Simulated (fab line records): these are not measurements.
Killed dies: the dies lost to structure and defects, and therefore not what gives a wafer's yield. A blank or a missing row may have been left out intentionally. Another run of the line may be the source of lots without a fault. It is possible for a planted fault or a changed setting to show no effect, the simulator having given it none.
Struck lot and sound lot, side by side :: flow rit_cmos :: 27 steps out of a route of 202
Sound: these wafers, L994.1, L994.2, L994.4. Wafers L985.1, L985.4, L985.6 were the ones struck. The cause is given at the end.
Each step with rows lists, per side, the tool, then ch with its chambers, then its first start. Under that, the readings that differ: sound wafers :: struck wafers :: difference of the means :: sigmas: that difference in standard deviations of wafers without a fault.
alike: a reading whose means differ by less than 2 such deviations, as well as words and numbers matching on both sides. not compared: withheld readings; readings where some wafer has no value; bounds like >300 that might hide an equal value; numbers whose values overlap and for which the record gives no deviation.
A row with sigmas, a row that says differs or no value, or rows on one side alone: a step with any of these is where the two part. Non-overlapping numbers with no deviation appear without sigmas and do not part them. A reading missing from all wafers of one side parts the sides only when that side holds two or more wafers.

first, 4 steps without rows for these wafers: RIT_CONTACT_SOFTBAKE_04 (time 60 s); RIT_CONTACT_EXPOSE_05 (exposes mask M11, target cd 1000 nm); RIT_CONTACT_PEB_06; RIT_CONTACT_DEVELOP_07 (develop time 120 s).
RIT_CONTACT_CD_MEAS_08: the cd target is 1000 nm.
  sound: cd_sem-02 at day 7 23:22; struck: cd_sem-01 at day 6 01:46
  alike: cd_nm
RIT_CONTACT_OVL_MEAS_09:
  sound: overlay-01 at day 7 23:29; struck: overlay-02 at day 6 01:53
  alike: CONTACT_OVL
then, 1 step without rows for these wafers: RIT_CONTACT_HARDBAKE_10 (time 60 s).
RIT_CONTACT_ETCH_11: etches SiO2 in CHF3/CF4/Ar, stops on TiSi2, target depth 480 nm, time 320 s.
  sound on rie_diel-02 ch 0,1,2, day 7 23:51; struck on rie_diel-02 ch 0,1,3, day 6 02:05
  alike: cf4_flow_sccm, drypump_motor_current_A, oes_product_au, throttle_valve_pct
  not compared: rf_hours_counter_h
RIT_CONTACT_STRIP_12: strips in O2, time 180 s.
  sound on plasma_asher-02 ch 0,1, day 8 00:02; struck on plasma_asher-01 ch 1, day 6 02:16
  alike: drypump_motor_current_A
  not compared: rf_hours_counter_h
RIT_CONTACT_CD_MEAS_90: the cd target is 1000 nm.
  sound: cd_sem-01 at day 8 00:13; struck: cd_sem-01 at day 6 02:27
  alike: cd_nm
then, 2 steps without rows for these wafers: RIT_CONTACT_CLEAN_13 (cleans in SC1, time 600 s); RIT_CONTACT_CLEAN_14 (cleans in SC2, time 600 s).
RIT_M1_SPUTTER_00: material Al, target thk 400 nm, time 500 s.
  sound: pvd_sputter-01 at day 8 00:41; struck: pvd_sputter-02 at day 6 03:24
  alike: throttle_valve_pct
RIT_M1_RS_MEAS_01: measurement is done with a four-point probe.
  sound: film_metro-03 at day 8 00:59; struck: film_metro-01 at day 6 03:41
reading: M1_AL_RS (ohm/sq)
sound: 0.0732 0.0728 0.0729
struck: 0.0363 0.0361 0.0361
difference: -0.0368
sigmas: -66
RIT_M1_THK_MEAS_02: measures by xrf.
  sound: film_metro-03 at day 8 01:06; struck: film_metro-01 at day 6 03:49
reading: M1_AL_THK (nm)
sound: 408 407 407
struck: 820 828 830
difference: +419
sigmas: +99 or more
then, 6 steps without rows for these wafers: RIT_M1_HMDS_03 (prime time 60 s); RIT_M1_COAT_04 (resist thk 1300 nm); RIT_M1_SOFTBAKE_05 (time 60 s); RIT_M1_EXPOSE_06 (exposes mask M12, target cd 2600 nm); RIT_M1_PEB_07; RIT_M1_DEVELOP_08 (develop time 68 s).
RIT_M1_CD_MEAS_09: the cd target is 2600 nm.
  sound: cd_sem-01 at day 8 02:02; struck: cd_sem-02 at day 6 04:55
reading: cd_nm (nm)
sound: 2601.7 2603.0 2602.1
struck: 2597.8 2597.1 2598.4
difference: -4.5
sigmas: -3
RIT_M1_OVL_MEAS_10:
  sound: overlay-01 at day 8 02:10; struck: overlay-02 at day 6 05:02
  alike: M1_OVL
then, 1 step without rows for these wafers: RIT_M1_HARDBAKE_11 (time 120 s).
RIT_M1_METAL_ETCH_12: etches Al in Cl2/BCl3, stops on SiO2, time 165 s, target depth 600 nm.
  sound on rie_metal-01 ch 0,1, day 8 02:27; struck on rie_metal-02 ch 0,1, day 6 05:20
reading: oes_product_au (a.u.)
sound: 0.795 0.772 0.795
struck: 0.977 1.018 1.026
difference: +0.220
sigmas: +14

reading: model.etch.depth_nm (nm)
sound: 402.5 403.5 403
struck: 611.5 594.9 591.9
difference: +196.4
sigmas: 

reading: model.M1.feature_depth_nm (nm)
sound: 435.7 436.1 436.3
struck: 611.5 594.9 591.9
difference: +163.4
sigmas: 
  alike: drypump_motor_current_A, throttle_valve_pct
  not compared: rf_hours_counter_h
then, 1 step without rows for these wafers: RIT_M1_STRIP_13 (strips in nmp, time 600 s).
RIT_M1_PROBE_99:
  sound: prober-02 at day 8 04:43; struck: prober-01 at day 6 07:52
reading: defect_limited_yield (%)
sound: 97.7 98.5 98.5
struck: 0 0 0
difference: -98
sigmas: -89

reading: killed_at_M0_to_M3
sound: 0 0 0
struck: 251 253 262
difference: +255
sigmas: +99 or more

reading: killed_dies
sound: 6 4 4
struck: 264 264 264
difference: +259
sigmas: +86

reading: killed_on_rim
sound: 2 1 1
struck: 70 70 70
difference: +69
sigmas: +57

reading: sort_bin_5_function (%)
sound: 1.9 0.4 0.4
struck: 98.1 98.9 99.6
difference: +98.0
sigmas: +99 or more

reading: sort_n_pass
sound: 258 260 260
struck: 0 0 0
difference: -259
sigmas: -86

reading: sort_yield_pct (%)
sound: 97.7 98.5 98.5
struck: 0 0 0
difference: -98
sigmas: -89
  alike: killed_at_contacts, killed_at_front_end, killed_open, killed_short, sort_bin_3_pad_short, sort_bin_6_memory

## WHERE THEY PART
First at RIT_M1_RS_MEAS_01; last, within this record, at RIT_M1_PROBE_99.

WHY: whatever the simulator had introduced
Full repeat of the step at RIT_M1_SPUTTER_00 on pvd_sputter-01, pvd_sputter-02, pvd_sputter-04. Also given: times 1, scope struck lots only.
